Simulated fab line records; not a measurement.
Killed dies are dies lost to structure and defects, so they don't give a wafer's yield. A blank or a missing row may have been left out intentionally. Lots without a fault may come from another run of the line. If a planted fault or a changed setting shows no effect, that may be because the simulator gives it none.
Problem report in the 8D (eight disciplines) form, filled by code :: flow ritCmos :: the parts of the form that need people (team, actions taken, sign-off) are left out

1. PROBLEM STATEMENT
At RIT_M1_METAL_ETCH_12, runLengthS averages 176.4 s over 6 wafers from 2 lots, while fault-free wafers read 193.5 s, standard deviation 0.88. That puts it -19 standard deviations away from the usual mean.
The step: etches Al in Cl2/BCl3, stops on SiO2, time 165 s, target depth 600 nm.
First observed at day 6 22:04: wafer L198.3, on rieMetal-04. The record has a number at this step for 42 wafers belonging to 14 lots. Rule for "out", or "out of limits": more than 4 standard deviations from the usual mean. The other wafers with a number count as sound.

2. WHAT IT IS; WHAT IT IS NOT
question: which readings at this step
is: runLengthS, oesProductAu
is not: drypumpMotorCurrentA, throttleValvePct

question: which lots
is: L198, L201
is not: L184, L185, L186, L187, L188, L189, L190, L191, L192, L200, L205, L206

question: which wafers of those lots
is: all that have a number
is not: -

question: read on which tools
is: rieMetal-04
is not: rieMetal-01, rieMetal-02

question: when
is: from day 6 22:04
is not: up to then (27 sound wafers); but 9 sound wafers of L200, L205, L206 came after

3. SUSPECTS, AND WHAT RULES EACH OUT
Counting: a tool at a process step up to the reading stays a suspect if it ran every lot that is out and no sound lot after the first of them.
- rieMetal-04 at RIT_M1_METAL_ETCH_12 (etches Al in Cl2/BCl3, stops on SiO2, time 165 s, target depth 600 nm): kept. It ran every lot that is out, first L198 (day 6 22:04), and no sound lot after that; its last sound lot up to then is L190 (day 4 20:23). On those wafers its own readings are out: oesProductAu, runLengthS.
Remaining after the count: rieMetal-04 at RIT_M1_METAL_ETCH_12.

4. THE CAUSE (what the simulator had put in)
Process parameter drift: rieMetal-04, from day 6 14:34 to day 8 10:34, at RIT_M1_METAL_ETCH_12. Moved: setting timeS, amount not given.
The count eliminated every tool but this one.

5. THE CHAIN OF EFFECTS, in route order
Rows list readings where the struck wafers' mean (over those with a number) sits beyond 3 standard deviations from the usual. Readings are gone through only where the record gives a usual standard deviation; hours: the median, over the lots, of the time from a lot's start at the first step in this table giving one to that lot's start at this step; sigmas: the change measured in usual standard deviations.
hours: 0
step: RIT_M1_METAL_ETCH_12
reading: oesProductAu
usual: 0.780 a.u.
on struck wafers: 0.885
change: +0.105
sigmas: +6.6

hours: 0
step: RIT_M1_METAL_ETCH_12
reading: runLengthS
usual: 193.5 s
on struck wafers: 176.4
change: -17.1
sigmas: -19
It contains these process steps:
- RIT_M1_METAL_ETCH_12: etches Al in Cl2/BCl3, stops on SiO2, time 165 s, target depth 600 nm.

6. HOW IT WOULD HAVE BEEN CAUGHT EARLIER
8 hours passed between the start of the fault at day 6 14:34 and the first reading out of limits in this record, taken at day 6 22:04.
